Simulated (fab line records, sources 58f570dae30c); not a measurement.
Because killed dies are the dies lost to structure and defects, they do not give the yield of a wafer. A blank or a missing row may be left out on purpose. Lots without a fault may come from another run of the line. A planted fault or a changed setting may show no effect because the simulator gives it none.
A single fault, viewed from 2 desks	flow berkeley-cmos170	each desk holds nothing but its own numbers, with what lay behind them at the end

## AT THE TOOL OWNER'S DESK: wet-bench-01
The tool's own readings at UCB170_NLDD_CLEAN_12 (cleans in SPM, time 600 s): means of the sampled wafers that have a number, for each lot that ran on this tool. The brackets show how far a lot's mean lies from the usual mean; more than 4 standard deviations puts the lot out of limits, marked OUT.
Columns: A = bath-guard-temp-C at UCB170_NLDD_CLEAN_12, usual 120.0 C; B = bath-heat-duty-pct at UCB170_NLDD_CLEAN_12, usual 13.5 %
lot	first seen here	A	B
L630	day 8 07:46	120.3	12.4
L629	day 8 07:56	119.7	14.5
L633	day 8 18:01	119.9	14.5
L634	day 8 18:12	120.1	13.0
L632	day 8 18:44	119.7	14.4
L637	day 10 00:56	119.7	13.9
L649	day 12 21:40	119.7	13.8
L646	day 13 06:27	119.9	14.2
Finding of this desk: none of the 8 lots has anything out of limits.

## AT THE METROLOGY DESK
What the gauges read, lot by lot, whatever tool the lot ran on: means of the sampled wafers that have a number. The brackets show how far a lot's mean lies from the usual mean; more than 4 standard deviations puts the lot out of limits, marked OUT.
Columns: A = M3_OVL at UCB170_M3_OVL_MEAS_16, usual -1 nm
lot	first seen here	A
L628	day 8 20:25	-8
L630	day 9 17:04	3
L629	day 9 17:13	-1
L634	day 10 01:56	3
L633	day 10 06:44	4
L632	day 10 06:58	-1
L635	day 11 12:15	-1
L637	day 11 14:13	-5
L638	day 11 15:44	-4
L640	day 12 05:25	-0
L649	day 14 04:39	0
L646	day 14 18:38	-4
L645	day 14 19:08	4
L647	day 14 19:49	-8
Finding of this desk: none of the 14 lots has anything out of limits.

## ALL TOGETHER
The tool owner's desk saw nothing out of limits.
Nothing out of limits was seen by the metrology desk.

## WHAT THE SIMULATOR HAD INSERTED
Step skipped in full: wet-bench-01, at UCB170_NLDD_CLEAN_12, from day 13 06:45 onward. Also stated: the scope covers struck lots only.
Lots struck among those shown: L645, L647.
